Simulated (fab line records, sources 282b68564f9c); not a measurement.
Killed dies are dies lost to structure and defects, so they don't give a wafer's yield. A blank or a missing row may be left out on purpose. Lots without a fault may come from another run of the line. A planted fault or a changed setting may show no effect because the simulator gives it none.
fab line records | flow rit_cmos
record lots=14 wafers=42 last_day=7
route steps=202 shown PRETRO@72
lots that met no fault: from a run of the same line without faults
start_h: hours from the record's first day to the start of the lot's first wafer shown | wait_h: hours since the lot's step before | " the same as in the row above | L1.1+2: a row that stands for several wafers | - no value, or no start given | * or withheld: withheld | < > ~ a bound
route shown NAME@n: a module of which the file shows steps, and the number in the route of the first | usual: mean/standard deviation of fault-free wafers | same: alike in all rows | chamber/n: place in a boat | sites: the reading at each site | _std_site: their standard deviation | _edge_site: outer sites' mean less inner sites' | radius_mm: how far each site lies from the wafer's centre | mask NAME#n: copy n | behind: the tool/chamber that last shaped the wafer | hold: why the lot was held/for how many hours/how that ended | device: the transistor (n, p or np) that didn't switch | end of line: the same wafers' tests at the end of the route | a step without rows: its recipe alone | killed: dies lost to structure and defects at the first sort, not the wafer's yield | map: a wafer's dies, x killed, . not, _ none there
set.NAME: the setting as run; set.NAME@STEP: as run at that earlier step | model.NAME: the simulator's own value behind a step, which no gauge read
steps of the route over a sample of lots; a table a step, a row a wafer
services: from which hour (start_h, from the record's first day; less than 0 if before it) a tool's chamber was out of use, for how many hours, and why
## steps
# step RIT_PRETRO_IMPLANT_08
# recipe species=B energy_kev=45.81 dose_cm2=1.2e+13 tilt_deg=7
# usual beam_energy_keV=45.808/0.016
# columns lot.wafer tool chamber start_h wait_h beam_energy_keV
L481.3 implanter-04 0 32.83 0.2 45.826
L481.5 " 0 " " 45.822
L481.6 " 0 " " 45.840
L482.1 implanter-03 0 38.58 0.2 45.788
L482.2 " 0 " " 45.823
L482.6 " 0 " " 45.796
L483.1 implanter-04 0 42.77 0.2 45.790
L483.2 " 0 " " 45.788
L483.3 " 0 " " 45.788
L484.1 implanter-02 0 47.98 0.2 45.774
L484.4 " 0 " " 45.776
L484.5 " 0 " " 45.790
L485.2 implanter-02 0 53.09 0.2 45.839
L485.4 " 0 " " 45.817
L485.6 " 0 " " 45.810
L486.2 implanter-04 0 59.52 0.2 45.791
L486.3 " 0 " " 45.812
L486.4 " 0 " " 45.796
L487.1 implanter-04 0 65.07 0.2 45.817
L487.2 " 0 " " 45.799
L487.3 " 0 " " 45.837
L491.1 implanter-02 0 83.11 0.2 45.806
L491.3 " 0 " " 45.784
L491.5 " 0 " " 45.821
L493.2 implanter-04 0 95.89 0.2 45.795
L493.3 " 0 " " 45.801
L493.5 " 0 " " 45.775
L496.1 implanter-04 0 110.10 0.2 45.803
L496.5 " 0 " " 45.801
L496.6 " 0 " " 45.811
L501.2 implanter-02 0 133.14 0.3 45.808
L501.4 " 0 " " 45.818
L501.6 " 0 " " 45.810
L502.1 implanter-02 0 139.18 0.2 45.813
L502.5 " 0 " " 45.819
L502.6 " 0 " " 45.800
L503.2 implanter-02 0 144.49 0.2 45.815
L503.4 " 0 " " 45.802
L503.6 " 0 " " 45.797
L504.2 implanter-02 0 150.12 0.2 45.838
L504.4 " 0 " " 45.808
L504.5 " 0 " " 45.809
# step RIT_PRETRO_TW_MEAS_10
# usual PRETRO_TW=482/4.1
# columns lot.wafer tool chamber start_h wait_h PRETRO_TW
L481.3 film_metro-03 - 33.12 0.1 486
L481.5 " - " " 484
L481.6 " - " " 481
L482.1 film_metro-03 - 38.91 0.1 484
L482.2 " - " " 486
L482.6 " - " " 483
L483.1 film_metro-02 - 43.10 0.1 484
L483.2 " - " " 483
L483.3 " - " " 480
L484.1 film_metro-01 - 48.31 0.1 475
L484.4 " - " " 474
L484.5 " - " " 476
L485.2 film_metro-02 - 53.40 0.1 484
L485.4 " - " " 484
L485.6 " - " " 482
L486.2 film_metro-02 - 59.83 0.1 486
L486.3 " - " " 483
L486.4 " - " " 483
L487.1 film_metro-01 - 65.40 0.1 476
L487.2 " - " " 475
L487.3 " - " " 474
L491.1 film_metro-02 - 83.44 0.1 483
L491.3 " - " " 484
L491.5 " - " " 483
L493.2 film_metro-02 - 96.20 0.1 462
L493.3 " - " " 462
L493.5 " - " " 464
L496.1 film_metro-02 - 110.42 0.1 458
L496.5 " - " " 463
L496.6 " - " " 461
L501.2 film_metro-01 - 133.45 0.1 476
L501.4 " - " " 478
L501.6 " - " " 478
L502.1 film_metro-02 - 139.51 0.1 488
L502.5 " - " " 487
L502.6 " - " " 486
L503.2 film_metro-02 - 144.80 0.1 484
L503.4 " - " " 487
L503.6 " - " " 487
L504.2 film_metro-03 - 150.43 0.1 481
L504.4 " - " " 484
L504.5 " - " " 480
## services
# columns tool chamber start_h hours kind
implanter-04 - 16.07 1.6 repair
implanter-04 - 38.37 0.7 repair
implanter-03 - 41.36 1.0 repair
implanter-03 - 68.20 1.5 repair
implanter-03 - 84.37 1.6 repair
implanter-04 - 131.21 5.2 repair
implanter-04 - 138.11 16.1 pm
## key
first_sign step=RIT_PRETRO_TW_MEAS_10 reading=PRETRO_TW direction=down sigmas=5 usual=482 struck=462
effect none on later readings
met_at RIT_PRETRO_IMPLANT_08
struck_lots L493,L496
tester_left_out L493,L496
onset_between 65.07 95.89
earlier_fault kind=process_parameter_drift tool=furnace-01 chamber=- onset_h=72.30 steps=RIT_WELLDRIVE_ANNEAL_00 channel=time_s offset=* shape=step end_h=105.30 acts_in=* stated=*
fault kind=process_parameter_drift tool=implanter-04 chamber=- onset_h=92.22 steps=RIT_PRETRO_IMPLANT_08 channel=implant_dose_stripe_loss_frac offset=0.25 shape=step end_h=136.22
# tester_left_out: of these lots the tester's yield and bins aren't shown, on N5 and GAA mostly nor the transistor test; their killed dies are dies lost to structure and defects alone, not to doping, threshold or leakage, so they don't give the yield
